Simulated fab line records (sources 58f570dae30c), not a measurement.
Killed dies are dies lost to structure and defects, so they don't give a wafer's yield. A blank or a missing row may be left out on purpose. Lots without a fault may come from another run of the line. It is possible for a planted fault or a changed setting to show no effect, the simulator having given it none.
Which tool did it? -- flow berkeleyCmos170 -- 21 wafers from 7 lots sampled at 4 of the route's 331 steps

## WHAT THE GAUGES READ, wafer by wafer
UCB170_M3_CD_MEAS_90: the cd target is 700 nm.
lot,measured,on,cdNm (nm)
L639,day 9 02:55,cdSem-01,697.0 701.7 702.2
L640,day 9 16:33,cdSem-01,- - -
L645,day 10 00:44,cdSem-02,- - -
L651,day 11 13:13,cdSem-02,700.0 701.6 700.3
L654,day 12 07:51,cdSem-02,699.9 700.3 699.1
L655,day 12 19:48,cdSem-01,697.6 698.3 696.1
L659,day 13 05:14,cdSem-02,699.5 697.3 700.1

## WHAT TOOL EACH LOT RAN ON (gives the tool, then ch and the chambers of the sampled wafers, and finally the start)
lot,UCB170_M2_STRIP_19,UCB170_M3_METAL_ETCH_18,UCB170_M3_STRIP_19
L639,"plasmaAsher-02 ch 0,1, day 8 19:59","rieMetal-01 ch 0,1, day 9 02:37","plasmaAsher-03 ch 1, day 9 02:49"
L640,"plasmaAsher-02 ch 0,1, day 9 08:34","rieMetal-01 ch 0,1, day 9 16:15","plasmaAsher-04 ch 0,1, day 9 16:26"
L645,"plasmaAsher-01 ch 0,1, day 9 19:19","rieMetal-03 ch 0,1, day 10 00:26","plasmaAsher-04 ch 0,1, day 10 00:38"
L651,"plasmaAsher-02 ch 0,1, day 11 05:55","rieMetal-02 ch 0, day 11 12:56","plasmaAsher-04 ch 1, day 11 13:07"
L654,"plasmaAsher-02 ch 0,1, day 12 02:43","rieMetal-01 ch 0,1, day 12 07:34","plasmaAsher-03 ch 0,1, day 12 07:43"
L655,"plasmaAsher-03 ch 0,1, day 12 13:02","rieMetal-02 ch 1, day 12 19:20","plasmaAsher-01 ch 0,1, day 12 19:42"
L659,"plasmaAsher-03 ch 0,1, day 12 23:50","rieMetal-03 ch 0,1, day 13 04:56","plasmaAsher-03 ch 1, day 13 05:07"
- UCB170_M2_STRIP_19: strips in O2.
- UCB170_M3_METAL_ETCH_18: etches Al in Cl2/BCl3, stops on SiO2, target depth 1170 nm, time 195 s.
- UCB170_M3_STRIP_19: strips in O2.

## THE ANSWER, worked out from the rows above alone
Rule: what is usual is taken from the lots themselves. The widest of any qualifying gaps counts: lots, ordered by their means at a reading, are off when they make up no more than a third of the lots, leave a main group of 4 or more, and stand apart from it by 3 or more times the standard deviation of that group's means. The tables above print the reading to a certain number of digits; a main group whose means all agree to those digits is not used. Also off: a lot with no number at a reading for which 4 or more lots have one. The other lots that the step has rows for count as sound.
Off: L640, L645 (UCB170_M3_CD_MEAS_90, cdNm). Without a number there: L640, L645. The main group has a mean of 699.4 nm with a standard deviation of 1.2.
A tool fits if, at a process step before that reading, it ran every lot that is off, and no sound lot after the first of them. Gauges at UCB170_M3_CD_MEAS_90: tried the same way as those tools. No candidate that was tried fits.

## WHAT THE SIMULATOR HAD INSERTED
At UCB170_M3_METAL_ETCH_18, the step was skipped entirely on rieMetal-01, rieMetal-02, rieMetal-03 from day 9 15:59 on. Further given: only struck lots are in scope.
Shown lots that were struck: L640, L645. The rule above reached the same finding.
